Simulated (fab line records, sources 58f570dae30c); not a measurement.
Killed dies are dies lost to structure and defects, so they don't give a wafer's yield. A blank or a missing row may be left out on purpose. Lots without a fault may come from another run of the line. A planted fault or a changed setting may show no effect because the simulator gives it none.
Split-lot experiment | flow berkeley_cmos170 | 5 lots, 23 wafers read, on a route of 331 steps

THE SPLIT
At UCB170_PFIELD_COAT_01 (resist thk 900 nm), the setting spin_rpm was moved away from the recipe's 1500 rpm on 10 of the 23 wafers read, by -3.0% to +4.3%. The other wafers ran this setting at the recipe's value.

The reading is taken at the split's own step.

THE READING
KrF_of_PFIELD_COAT_01.thk_nm (the simulator's own value, which no gauge read), in nm, at UCB170_PFIELD_COAT_01 (resist thk 900 nm). The file gives no usual value for it. The 13 wafers here that ran the recipe average 898.7 nm, standard deviation 3.8 nm.

wafer  | tool, chamber at the split | spin_rpm as run, rpm | against the recipe | KrF_of_PFIELD_COAT_01.thk_nm, nm | against lot-mates on the recipe
L074.1 | litho_track-03, 0          | 1455                 | -3.0%              | 913                              | +15.5
L074.2 | litho_track-03, 0          | 1500                 | recipe             | 900                              | -
L074.3 | litho_track-03, 0          | 1500                 | recipe             | 897                              | -
L074.4 | litho_track-03, 0          | 1500                 | recipe             | 895.5                            | -
L074.6 | litho_track-03, 0          | 1455                 | -3.0%              | 910.6                            | +13.1
L076.1 | litho_track-01, 0          | 1500                 | recipe             | 906.2                            | -
L076.3 | litho_track-01, 0          | 1554                 | +3.6%              | 887.6                            | -16.2
L076.4 | litho_track-01, 0          | 1500                 | recipe             | 904.3                            | -
L076.5 | litho_track-01, 0          | 1500                 | recipe             | 900.8                            | -
L076.6 | litho_track-01, 0          | 1554                 | +3.6%              | 888.8                            | -15.0
L082.1 | litho_track-03, 0          | 1500                 | recipe             | 898.8                            | -
L082.3 | litho_track-03, 0          | 1500                 | recipe             | 898                              | -
L082.4 | litho_track-03, 0          | 1500                 | recipe             | 897.6                            | -
L083.1 | litho_track-03, 0          | 1564                 | +4.3%              | 883                              | -16.7
L083.2 | litho_track-03, 0          | 1564                 | +4.3%              | 878.9                            | -20.8
L083.4 | litho_track-03, 0          | 1500                 | recipe             | 900.7                            | -
L083.5 | litho_track-03, 0          | 1500                 | recipe             | 898.6                            | -
L083.6 | litho_track-03, 0          | 1564                 | +4.3%              | 880.1                            | -19.6
L084.1 | litho_track-01, 0          | 1534                 | +2.3%              | 881.6                            | -11.3
L084.2 | litho_track-01, 0          | 1534                 | +2.3%              | 885.1                            | -7.8
L084.3 | litho_track-01, 0          | 1500                 | recipe             | 891.6                            | -
L084.4 | litho_track-01, 0          | 1500                 | recipe             | 894.2                            | -
L084.5 | litho_track-01, 0          | 1534                 | +2.3%              | 886.6                            | -6.3

THE FIT
A straight line over all 23 wafers: KrF_of_PFIELD_COAT_01.thk_nm changes by -4.2 nm for each +1% of spin_rpm; r = -0.92; the points scatter about the line by 3.9 nm.
The same after taking each lot's own level away (the mean of its wafers on the recipe; 23 wafers): -4.43 nm for each +1%; r = -0.98; scatter 1.8 nm.
On that fit, the largest move of spin_rpm shifts the reading by 19 nm.
The lots' own levels span 892.90 to 903.77 nm, that is 2.9 times the standard deviation above.
So the lot-to-lot level changes the slope little: the two slopes agree.
Check: with one of the wafers moved furthest among these (+4.3%) left out of the fit, the line predicts -19 nm for it against its lot-mates. It came out at -16.7 nm against them.

OTHER SPLITS ON THESE WAFERS
These wafers also went through other splits before the reading. Each is held against what the fit with the lots' levels taken away leaves over:
other split on the same wafers      | wafers away from the commonest value | r with KrF_of_PFIELD_COAT_01.thk_nm (lot level and that fit taken away)
UCB170_ZERO_COAT_01 spin_rpm        | 8                                    | -0.24
UCB170_NWELL_OXIDATION_01 ox_time_s | 18                                   | +0.16
UCB170_PWELL_OXIDATION_02 temp_c    | 15                                   | -0.20
UCB170_PWELL_PEB_11 peb_temp_c      | 8                                    | -0.14
UCB170_ACTIVE_CVD_05 temp_c         | 15                                   | -0.05

THE WHOLE CHAIN: every reading that the file lists as answering this split, in the file's order
step                   | what it does      | reading                                                                       | change (the file's fit)              | r (the file's)
UCB170_PFIELD_COAT_01  | resist thk 900 nm | KrF_of_PFIELD_COAT_01.thk_nm (the simulator's own value, which no gauge read) | -4.39 nm for each +1% of the setting | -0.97
UCB170_PFIELD_STRIP_08 | strips in O2      | strip_time_to_endpoint_s                                                      | withheld for each +1% of the setting | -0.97

THE FILE'S OWN FIT
KrF_of_PFIELD_COAT_01.thk_nm changes by -4.39 nm for each +1% of spin_rpm, r = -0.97.
